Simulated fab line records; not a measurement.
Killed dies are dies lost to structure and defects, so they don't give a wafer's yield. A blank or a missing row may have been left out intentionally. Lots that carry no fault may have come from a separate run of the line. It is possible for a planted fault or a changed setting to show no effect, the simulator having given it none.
Shared-tool check    flow berkeleyCmos170    14 lots and 42 wafers in the sample

== REASON IT WAS OPENED ==
At UCB170_NWELL_THK_MEAS_02 the reading NWELL_OXIDE_THK is flagged on 2 of 14 lots. Fault-free wafers read 26.6 nm, with a standard deviation of 0.47.
Rule: a lot gets a flag if all its wafers with a number sit over 4 standard deviations from that mean, or if no wafer of it has a number. The other lots count as sound.

lot   measured     on            NWELL_OXIDE_THK (nm), wafer by wafer  flag
L186  day 2 13:22  filmMetro-02  26.1 26.6 26.4                        
L189  day 2 22:13  filmMetro-04  26.0 25.9 26.5                        
L187  day 2 22:13  filmMetro-02  27.2 27.3 27.2                        
L188  day 2 22:16  filmMetro-02  27.0 27.2 27.5                        
L190  day 3 12:41  filmMetro-04  26.5 27.5 26.9                        
L194  day 4 07:03  filmMetro-04  26.3 26.5 26.5                        
L196  day 4 17:59  filmMetro-01  26.5 26.6 27.0                        
L197  day 4 19:53  filmMetro-04  37.4 37.8 37.3                        FLAGGED
L198  day 4 20:41  filmMetro-02  38.7 38.8 39.7                        FLAGGED
L199  day 5 07:02  filmMetro-02  26.3 26.4 26.6                        
L204  day 6 03:20  filmMetro-02  26.6 27.2 26.4                        
L205  day 6 13:50  filmMetro-04  26.5 25.8 26.5                        
L206  day 6 13:51  filmMetro-02  26.7 27.6 26.9                        
L207  day 6 23:57  filmMetro-04  26.2 26.0 26.2                        
Average over the flagged lots: 38.3 nm; offset from the usual +11.7 nm, equal to +25 standard deviations.

== TOOL THAT RAN EACH LOT ==
The record holds 1 process step before the reading, out of a route of 331 steps. In each cell: the tool, then ch and the chambers that the sampled wafers went through, then the start.
lot   flag     UCB170_NWELL_OXIDATION_01
L186           furnace-04 ch 0, day 2 12:00
L189           furnace-04 ch 0, day 2 20:52
L187           furnace-04 ch 0, day 2 20:52
L188           furnace-04 ch 0, day 2 20:52
L190           furnace-04 ch 0, day 3 11:20
L194           furnace-04 ch 0, day 4 05:42
L196           furnace-04 ch 0, day 4 16:38
L197  FLAGGED  furnace-04 ch 0, day 4 16:38 and furnace-02 ch 0, day 4 18:26
L198  FLAGGED  furnace-04 ch 0, day 4 16:38
L199           furnace-01 ch 0, day 5 05:41
L204           furnace-01 ch 0, day 6 01:59
L205           furnace-01 ch 0, day 6 12:29
L206           furnace-01 ch 0, day 6 12:29
L207           furnace-04 ch 0, day 6 22:34
These steps, and what they do:
- UCB170_NWELL_OXIDATION_01: target thk 26.4 nm, ox time 1260 s.
- UCB170_NWELL_THK_MEAS_02

== FLAGGED AGAINST TOTAL, ONE TOOL AT A TIME (gauges that did the reading follow at the end) ==
step                       tool          lots run  flagged  share of the flagged lots  sound lots run after its first flagged lot
UCB170_NWELL_OXIDATION_01  furnace-01    4         0        none                       -
UCB170_NWELL_OXIDATION_01  furnace-02    1         1        some                       0
UCB170_NWELL_OXIDATION_01  furnace-04    10        2        all                        1 (L207)
UCB170_NWELL_THK_MEAS_02   filmMetro-01  1         0        none                       -
UCB170_NWELL_THK_MEAS_02   filmMetro-02  7         1        some                       3 (L199,L204,L206)
UCB170_NWELL_THK_MEAS_02   filmMetro-04  6         1        some                       2 (L205,L207)

== WHAT THE TABLE PERMITS ==
All flagged lots share 1 row of the table, namely furnace-04 at UCB170_NWELL_OXIDATION_01.
- furnace-04 at UCB170_NWELL_OXIDATION_01: 2 of its 10 lots flagged. After the first flagged lot (L207), sound lots still ran on it; a lasting fault on the whole tool would not permit that.
None of the table's rows ran every flagged lot and, after the first, no sound lot.

== WHAT THE SIMULATOR HAD PUT IN ==
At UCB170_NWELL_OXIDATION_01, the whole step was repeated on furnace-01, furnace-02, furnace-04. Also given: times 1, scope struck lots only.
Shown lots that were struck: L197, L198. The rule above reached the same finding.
